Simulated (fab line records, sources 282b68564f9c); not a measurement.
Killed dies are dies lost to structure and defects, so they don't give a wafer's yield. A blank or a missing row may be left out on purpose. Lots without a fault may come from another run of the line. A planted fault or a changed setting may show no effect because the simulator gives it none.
fab line records | flow rit_cmos
record lots=5 wafers=15 last_day=7
route steps=202 shown GATE@79 FOX2@80 M1@202
lots that met no fault: from a run of the same line without faults
start_h: hours from the record's first day to the start of the lot's first wafer shown | wait_h: hours since the lot's step before | " the same as in the row above | L1.1+2: a row that stands for several wafers | - no value, or no start given | * or withheld: withheld | < > ~ a bound
route shown NAME@n: a module of which the file shows steps, and the number in the route of the first | usual: mean/standard deviation of fault-free wafers | same: alike in all rows | chamber/n: place in a boat | sites: the reading at each site | _std_site: their standard deviation | _edge_site: outer sites' mean less inner sites' | radius_mm: how far each site lies from the wafer's centre | mask NAME#n: copy n | behind: the tool/chamber that last shaped the wafer | hold: why the lot was held/for how many hours/how that ended | device: the transistor (n, p or np) that didn't switch | end of line: the same wafers' tests at the end of the route | a step without rows: its recipe alone | killed: dies lost to structure and defects at the first sort, not the wafer's yield | map: a wafer's dies, x killed, . not, _ none there
set.NAME: the setting as run; set.NAME@STEP: as run at that earlier step | model.NAME: the simulator's own value behind a step, which no gauge read
lots at some steps of the route; a table a step, a row a wafer
services: from which hour (start_h, from the record's first day; less than 0 if before it) a tool's chamber was out of use, for how many hours, and why
## steps
# step RIT_GATE_CLEAN_04
# recipe chemistry=dHF dilution=50:1 time_s=60 dry=n2_spin
# step RIT_FOX2_THK_MEAS_91
# recipe reads=SiO2_of_FOX2_OXIDATION_00
# usual FIELD_OXIDE_LEFT_2_THK=257/6.2
# columns lot.wafer tool chamber start_h wait_h FIELD_OXIDE_LEFT_2_THK[nm]
L431.1 film_metro-03 - 33.78 0.0 265
L431.3 " - " " 262
L431.4 " - " " 265
L445.1 film_metro-01 - 103.80 0.0 256
L445.4 " - " " 258
L445.5 " - " " 263
L450.2 film_metro-04 - 131.34 0.0 246
L450.3 " - " " 249
L450.6 " - " " 246
L451.1 film_metro-04 - 132.99 0.0 253
L451.2 " - " " 259
L451.4 " - " " 258
L452.2 film_metro-04 - 139.43 0.0 256
L452.5 " - " " 257
L452.6 " - " " 252
# step RIT_GATE_OXIDATION_05
# recipe temp_c=900 ambient=O2 target_thk_a=30 ox_time_s=270
# step RIT_GATE_ANNEAL_06
# recipe temp_c=900 time_s=600 ambient=N2O
# step RIT_GATE_THK_MEAS_07
# recipe reads=SiO2_of_GATE_OXIDATION_05
# usual GATE_OXIDE_THK=3.02/0.052
# columns lot.wafer tool chamber start_h wait_h GATE_OXIDE_THK[nm]
L431.1 film_metro-01 - 35.17 0.0 3.03
L431.3 " - " " 3.01
L431.4 " - " " 2.98
L445.1 film_metro-03 - 109.23 0.0 3.03
L445.4 " - " " 3.08
L445.5 " - " " 3.04
L450.2 film_metro-03 - 132.73 0.0 3.07
L450.3 " - " " 3.10
L450.6 " - " " 3.02
L451.1 film_metro-03 - 135.69 0.0 3.04
L451.2 " - " " 3.03
L451.4 " - " " 2.97
L452.2 film_metro-01 - 142.23 0.0 3.10
L452.5 " - " " 3.05
L452.6 " - " " 2.99
# step RIT_GATE_CVD_08
# recipe material=poly-Si target_thk_nm=250 temp_c=610 precursor=SiH4 time_s=2220 pressure_mtorr=300 sih4_flow_sccm=100
# step RIT_GATE_THK_MEAS_09
# recipe reads=poly-Si_of_GATE_CVD_08
# usual GATE_POLY_THK=248.8/2.6
# columns lot.wafer tool chamber start_h wait_h GATE_POLY_THK[nm]
L431.1 film_metro-01 - 37.23 0.0 250.2
L431.3 " - " " 248.1
L431.4 " - " " 248.6
L445.1 film_metro-03 - 110.91 0.0 248.9
L445.4 " - " " 251.1
L445.5 " - " " 246.9
L450.2 film_metro-01 - 134.41 0.0 249.3
L450.3 " - " " 248.4
L450.6 " - " " 249.5
L451.1 film_metro-04 - 137.37 0.0 251.8
L451.2 " - " " 250.0
L451.4 " - " " 251.9
L452.2 film_metro-01 - 143.91 0.0 253.5
L452.5 " - " " 253.7
L452.6 " - " " 251.5
# step RIT_GATE_HMDS_10
# recipe prime_time_s=60 prime_temp_c=140
# step RIT_GATE_COAT_11
# recipe resist=NOVOLAK spin_rpm=4250 resist_thk_nm=850
# step RIT_GATE_SOFTBAKE_12
# recipe resist=NOVOLAK temp_c=90 time_s=60
# step RIT_GATE_EXPOSE_13
# recipe mask_id=M6 na=0.6 source_shape=conventional sigma_outer=0.6 target_cd_nm=150 dose_mj=388.4
# step RIT_GATE_PEB_14
# recipe resist=NOVOLAK temp_c=withheld time_s=withheld
# step RIT_GATE_DEVELOP_15
# recipe resist=NOVOLAK develop_time_s=50 dev_temp_c=23
# usual chill_plate_temp_C=22.97/0.1
# columns lot.wafer tool chamber start_h wait_h chill_plate_temp_C
L431.1 litho_track-04 0 38 - 23.00
L431.3 " 0 " " 22.85
L431.4 " 0 " " 23.13
L445.1 litho_track-04 0 111 - 22.78
L445.4 " 0 " " 22.83
L445.5 " 0 " " 22.87
L450.2 litho_track-03 0 135 - 22.92
L450.3 " 0 " " 22.89
L450.6 " 0 " " 22.87
L451.1 litho_track-02 0 138 - 23.11
L451.2 " 0 " " 23.22
L451.4 " 0 " " 23.00
L452.2 litho_track-03 0 144 - 23.03
L452.5 " 0 " " 22.99
L452.6 " 0 " " 23.00
# step RIT_GATE_CD_MEAS_16
# recipe target_cd_nm=150
# usual cd_nm=150.4/2.3
# columns lot.wafer tool chamber start_h wait_h cd_nm
L431.1 cd_sem-01 - 38.26 - 145.5
L431.3 " - " " 148.3
L431.4 " - " " 147.6
L445.1 cd_sem-02 - 111.82 - 146.5
L445.4 " - " " 146.8
L445.5 " - " " 145.8
L450.2 cd_sem-01 - 135.45 - 149.8
L450.3 " - " " 149.7
L450.6 " - " " 151.9
L451.1 cd_sem-01 - 138.28 - 150.0
L451.2 " - " " 149.1
L451.4 " - " " 149.1
L452.2 cd_sem-01 - 144.83 - 151.2
L452.5 " - " " 151.4
L452.6 " - " " 150.0
# step RIT_GATE_OVL_MEAS_17
# usual GATE_OVL=-0.9/1.4
# columns lot.wafer tool chamber start_h wait_h GATE_OVL[nm]
L431.1 overlay-01 - 38.38 0.1 -1.7
L431.3 " - " " -1.8
L431.4 " - " " 0.5
L445.1 overlay-02 - 111.94 0.1 -0.7
L445.4 " - " " -2.2
L445.5 " - " " -1.3
L450.2 overlay-01 - 135.56 0.1 -1.5
L450.3 " - " " -2.8
L450.6 " - " " 0.1
L451.1 overlay-02 - 138.40 0.1 -1.7
L451.2 " - " " -3.7
L451.4 " - " " -0.8
L452.2 overlay-02 - 144.94 0.1 -2.9
L452.5 " - " " -3.3
L452.6 " - " " -2.9
# step RIT_GATE_HARDBAKE_18
# recipe resist=NOVOLAK temp_c=140 time_s=60
# step RIT_GATE_ETCH_19
# recipe chemistry=SF6/CHF3/O2 time_s=165 SF6_flow_sccm=30 CHF3_flow_sccm=30 O2_flow_sccm=5 target=poly-Si pressure_mtorr=40 rf_w=160 target_depth_a=3125 over_etch_frac=0.25 stop_on=SiO2
# usual CHF3_flow_sccm=29.98/0.092 drypump_motor_current_A=5.7/0.31 oes_product_au=0.844/0.014 throttle_valve_pct=10.28/0.12
# same over_etch_frac=0.25
# columns lot.wafer tool chamber start_h wait_h CHF3_flow_sccm drypump_motor_current_A oes_product_au rf_hours_counter_h throttle_valve_pct model.GATE.cd_nm
L431.1 rie_si-02 2 38.57 0.1 29.82 5.4 0.831 43 10.19 145.5
L431.3 " 1 " " 29.90 5.6 0.853 46 10.35 147.9
L431.4 " 0 " " 30.01 6.2 0.852 - 10.17 147.3
L445.1 rie_si-02 3 112.12 0.1 30.06 5.8 0.845 61 10.49 146.7
L445.4 " 0 " " 29.90 6.2 0.868 73 10.17 146.8
L445.5 " 0 " " 30.05 6.2 0.845 - 10.15 145.9
L450.2 rie_si-01 2 135.74 0.1 30.16 5.4 0.848 1 10.14 149.2
L450.3 " 0 " " 30.04 5.5 0.824 94 10.37 150.1
L450.6 " 0 " " 30.00 5.5 0.824 - 10.38 151.9
L451.1 rie_si-02 3 138.65 0.1 30.02 5.8 0.864 61 10.50 150
L451.2 " 2 " " 29.98 5.4 0.832 44 10.19 149.1
L451.4 " 0 " " 29.93 6.2 0.856 73 10.15 149.2
L452.2 rie_si-01 0 145.12 0.1 30.12 5.5 0.836 94 10.38 151
L452.5 " 2 " " 29.99 5.4 0.870 - 10.14 150.8
L452.6 " 1 " " 29.97 5.7 0.865 - 10.34 149.8
# step RIT_GATE_STRIP_20
# recipe chemistry=O2 time_s=180 resist=NOVOLAK platen_temp_c=withheld power_w=500 pressure_mtorr=4000 o2_flow_sccm=4149
# usual drypump_motor_current_A=5.84/0.3
# columns lot.wafer tool chamber start_h wait_h drypump_motor_current_A rf_hours_counter_h
L431.1 plasma_asher-01 1 38.68 0.1 5.50 40
L431.3 " 1 " " 5.54 -
L431.4 " 0 " " 6.25 -
L445.1 plasma_asher-01 1 112.23 0.1 5.51 48
L445.4 " 0 " " 6.24 -
L445.5 " 0 " " 6.25 -
L450.2 plasma_asher-01 1 135.84 0.1 5.55 50
L450.3 " 0 " " 6.24 -
L450.6 " 1 " " 5.54 -
L451.1 plasma_asher-01 1 138.76 0.1 5.51 51
L451.2 " 0 " " 6.21 51
L451.4 " 0 " " 6.23 -
L452.2 plasma_asher-03 1 145.22 0.1 5.83 36
L452.5 " 1 " " 5.81 -
L452.6 " 0 " " 6.04 -
# step RIT_M1_PROBE_99
# usual killed_at_M0_to_M3=0.0/0.16 killed_at_contacts=0.0/0.2 killed_at_front_end=7.2/2.5 killed_dies=7.3/2.5 killed_open=3.8/1.9 killed_short=3.5/1.8
# same gross_dies=264 killed_at_M4_up=0 killed_at_back_side=0 killed_at_other=0
# columns lot.wafer tool chamber start_h wait_h killed_at_M0_to_M3 killed_at_contacts killed_at_front_end killed_dies killed_open killed_short model.etest.nmos_0p15.drive_ua_um model.etest.pmos_0p15.drive_ua_um model.etest.npoly_line.line_ohm_um model.etest.ppoly_line.line_ohm_um model.etest.npoly_line.width_nm model.etest.ppoly_line.width_nm model.etest.ring.delay_ps model.etest.nmos_0p15.swing_mv_dec
L431.1 prober-02 - 59.38 0.1 0 0 10 10 6 4 486.9 279.5 173.4 167.9 97.94 99 25.24 86.61
L431.3 prober-02 - 59.48 0.2 0 0 8 8 3 5 482.3 270.2 169.1 163.1 99.05 99.92 25.78 86.38
L431.4 prober-02 - 59.53 0.2 0 0 4 4 2 2 484 276.2 168.8 165.2 99.37 100.2 25.69 86.25
L445.1 prober-02 - 132.96 0.1 0 0 7 7 2 5 465 264.1 175.2 168 98.52 99.18 26.66 86.18
L445.4 prober-02 - 133.11 0.2 0 0 9 9 4 5 461.6 256 174.8 165.8 98.57 99.86 27 86.1
L445.5 prober-02 - 133.16 0.2 0 0 6 6 4 2 463.4 260.2 173.6 170.8 97.8 97.74 26.64 85.97
L450.2 prober-01 - 157.16 0.1 1 1 5 7 3 4 463.7 249.8 166.3 161.8 101.6 102.8 27.11 86.24
L450.3 prober-01 - 157.21 0.2 0 0 9 9 5 4 455.7 245.3 172.1 166.8 102.5 103.3 27.71 86.09
L450.6 prober-01 - 157.36 0.2 0 0 8 8 2 6 447.2 237 168.1 158.9 103.8 104.7 28.44 85.6
L451.1 prober-02 - 159.91 0.1 0 0 7 7 5 2 463.1 234.4 170.5 162.2 100.8 101.3 27.81 85.85
L451.2 prober-02 - 159.96 0.1 0 0 10 10 8 2 472 237 169.2 159.7 99.79 100.7 27.32 85.95
L451.4 prober-02 - 160.06 0.2 0 0 4 4 2 2 466.2 240.1 169.1 163.9 100.7 101.8 27.31 86.2
L452.2 prober-01 - 166.31 0.1 0 0 11 11 6 5 457.9 242.8 164.3 159 104.4 104.3 28.12 86.73
L452.5 prober-01 - 166.46 0.2 0 1 8 9 5 4 453.1 240.3 163.6 160.2 102.5 103 28.14 86.25
L452.6 prober-01 - 166.51 0.2 0 0 7 7 0 7 466.4 247.8 168.6 161.1 102.4 103.4 27.5 86.37
# killed by level:class
L431.1 GATE:geometric_particle:open=3 FOX1:geometric_particle:open=2 FOX1:geometric_particle:short=1 GATE:geometric_particle:short=1 SPACER:geometric_particle:short=1 SILICIDE:geometric_particle:short=1 SILICIDE:geometric_particle:open=1
L431.3 FOX1:geometric_particle:short=2 REOX:geometric_particle:open=2 GATE:geometric_particle:short=1 GATE:geometric_particle:open=1 REOX:geometric_particle:short=1 SILICIDE:geometric_particle:short=1
L431.4 GATE:geometric_particle:open=1 GATE:geometric_particle:short=1 SILICIDE:geometric_particle:short=1 SILICIDE:geometric_particle:open=1
L445.1 SILICIDE:geometric_particle:short=3 FOX1:geometric_particle:open=1 FOX2:geometric_particle:short=1 GATE:geometric_particle:short=1 GATE:geometric_particle:open=1
L445.4 REOX:geometric_particle:short=3 SPACER:geometric_particle:short=2 GATE:geometric_particle:open=2 FOX1:geometric_particle:open=1 SPACER:geometric_particle:open=1
L445.5 REOX:geometric_particle:open=2 FOX2:geometric_particle:open=1 GATE:geometric_particle:short=1 REOX:geometric_particle:short=1 SPACER:geometric_particle:open=1
L450.2 FOX1:geometric_particle:short=1 FOX2:geometric_particle:short=1 GATE:geometric_particle:open=1 GATE:geometric_particle:short=1 SILICIDE:geometric_particle:open=1 CONTACT:geometric_particle:open=1 M1:geometric_particle:short=1
L450.3 GATE:geometric_particle:short=3 GATE:geometric_particle:open=2 SILICIDE:geometric_particle:open=2 FOX1:geometric_particle:short=1 SPACER:geometric_particle:open=1
L450.6 GATE:geometric_particle:short=3 SILICIDE:geometric_particle:short=2 ACTIVE:geometric_particle:open=1 REOX:geometric_particle:short=1 SILICIDE:geometric_particle:open=1
L451.1 SPACER:geometric_particle:open=3 GATE:geometric_particle:short=2 GATE:geometric_particle:open=1 SILICIDE:geometric_particle:open=1
L451.2 GATE:geometric_particle:open=5 SPACER:geometric_particle:open=2 FOX1:geometric_particle:open=1 REOX:geometric_particle:short=1 SPACER:geometric_particle:short=1
L451.4 FOX1:geometric_particle:short=1 REOX:geometric_particle:open=1 SILICIDE:geometric_particle:open=1 SILICIDE:geometric_particle:short=1
L452.2 GATE:geometric_particle:open=2 GATE:geometric_particle:short=2 REOX:geometric_particle:open=2 REOX:geometric_particle:short=1 SPACER:geometric_particle:short=1 SPACER:geometric_particle:open=1 SILICIDE:geometric_particle:short=1 SILICIDE:geometric_particle:open=1
L452.5 GATE:geometric_particle:open=3 REOX:geometric_particle:open=2 FOX1:geometric_particle:short=1 GATE:geometric_particle:short=1 REOX:geometric_particle:short=1 CONTACT:geometric_particle:short=1
L452.6 FOX1:geometric_particle:short=3 REOX:geometric_particle:short=2 GATE:geometric_particle:short=1 SPACER:geometric_particle:short=1
## services
# columns tool chamber start_h hours kind
plasma_asher-03 - 24.30 2.2 repair
rie_si-02 3 35.22 6.9 repair
rie_si-01 2 35.90 - clean
rie_si-01 2 35.90 23.9 scheduled_down
rie_si-01 2 35.90 23.9 vent_cycle
plasma_asher-03 - 80.05 2.8 pm
plasma_asher-01 - 86.60 2.0 repair
## key
first_sign none at tools or gauges
model_effect step=RIT_GATE_ETCH_19 value=GATE.cd_nm without=153 struck=146.4
model_effect step=RIT_M1_PROBE_99 value=etest.nmos_0p15.drive_ua_um without=438.3 struck=463.4
met_at RIT_GATE_DEVELOP_15
struck_wafers L445.1,L445.4,L445.5
tester_left_out L445
loop_trim step=RIT_GATE_EXPOSE_13 setting=dose lots=L445
onset_between 38 111
fault kind=process_parameter_drift tool=litho_track-04 chamber=- onset_h=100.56 steps=RIT_GATE_DEVELOP_15 channel=develop_time_s offset=* shape=step end_h=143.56 acts_in=* stated=*
# tester_left_out: of these lots the tester's yield and bins aren't shown, on N5 and GAA mostly nor the transistor test; their killed dies are dies lost to structure and defects alone, not to doping, threshold or leakage, so they don't give the yield
# loop_trim: a control loop set the setting to another value than it would have without faults
